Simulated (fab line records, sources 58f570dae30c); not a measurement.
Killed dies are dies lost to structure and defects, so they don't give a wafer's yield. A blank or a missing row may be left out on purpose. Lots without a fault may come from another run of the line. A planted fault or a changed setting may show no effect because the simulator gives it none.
Chamber matching | flow berkeley_cmos170 | UCB170_V1_CMP_02 on cmp-02: 4 sister chambers
The step polishes SiO2. 18 wafers are shown with their chamber, then 9 later ones without.

WAFERS WITH THEIR CHAMBER
wafer  | chamber | motor_current_A (A)
L641.1 | 2       | 16.1
L641.2 | 3       | 14.8
L641.3 | 1       | 13.0
L648.2 | 3       | 15.4
L648.4 | 1       | 13.8
L648.5 | 1       | 14.3
L653.1 | 1       | 12.7
L653.2 | 2       | 16.3
L653.5 | 3       | 15.2
L654.1 | 1       | 14.4
L654.4 | 0       | 14.8
L654.6 | 3       | 15.1
L656.1 | 1       | 13.2
L656.2 | 2       | 17.2
L656.3 | 3       | 14.9
L657.1 | 1       | 13.6
L657.5 | 3       | 15.3
L657.6 | 0       | 15.9

SIGNATURES (means of the wafers above)
reading         | chamber 0 | chamber 1 | chamber 2 | chamber 3 | scatter within a chamber
motor_current_A | 15.350    | 13.571    | 16.533    | 15.117    | 0.538
Rule: a wafer's distance from a chamber is the root of the sum, over the readings, of the square of ((its reading less the chamber's mean) divided by the reading's scatter). The wafer belongs to the nearest chamber; if the next one is less than 2 further off, it can't be placed. The scatter: the root of (the sum of the squares of (reading less its chamber's mean) over the shown wafers, divided by (wafers less chambers)).

WAFERS WITHOUT THEIR CHAMBER
wafer  | motor_current_A (A)
L659.3 | 13.5
L659.5 | 15.3
L659.6 | 16.4
L662.2 | 16.2
L662.4 | 13.2
L662.6 | 15.7
L663.3 | 16.1
L663.5 | 15.0
L663.6 | 15.0

WHICH CHAMBER EACH WENT THROUGH
wafer  | from the rows above          | in truth
L659.3 | 1                            | 1
L659.5 | can't be placed: 0 or 3      | 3
L659.6 | can't be placed: 2 or 0      | 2
L662.2 | can't be placed: 2 or 0 or 3 | 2
L662.4 | 1                            | 1
L662.6 | can't be placed: 0 or 3 or 2 | 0
L663.3 | can't be placed: 2 or 0 or 3 | 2
L663.5 | can't be placed: 3 or 0      | 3
L663.6 | can't be placed: 3 or 0      | 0
Placed correctly: 2 of 9. Can't be placed from these rows: 7 (the true chamber is among the candidates in 7). Placed wrongly: 0.
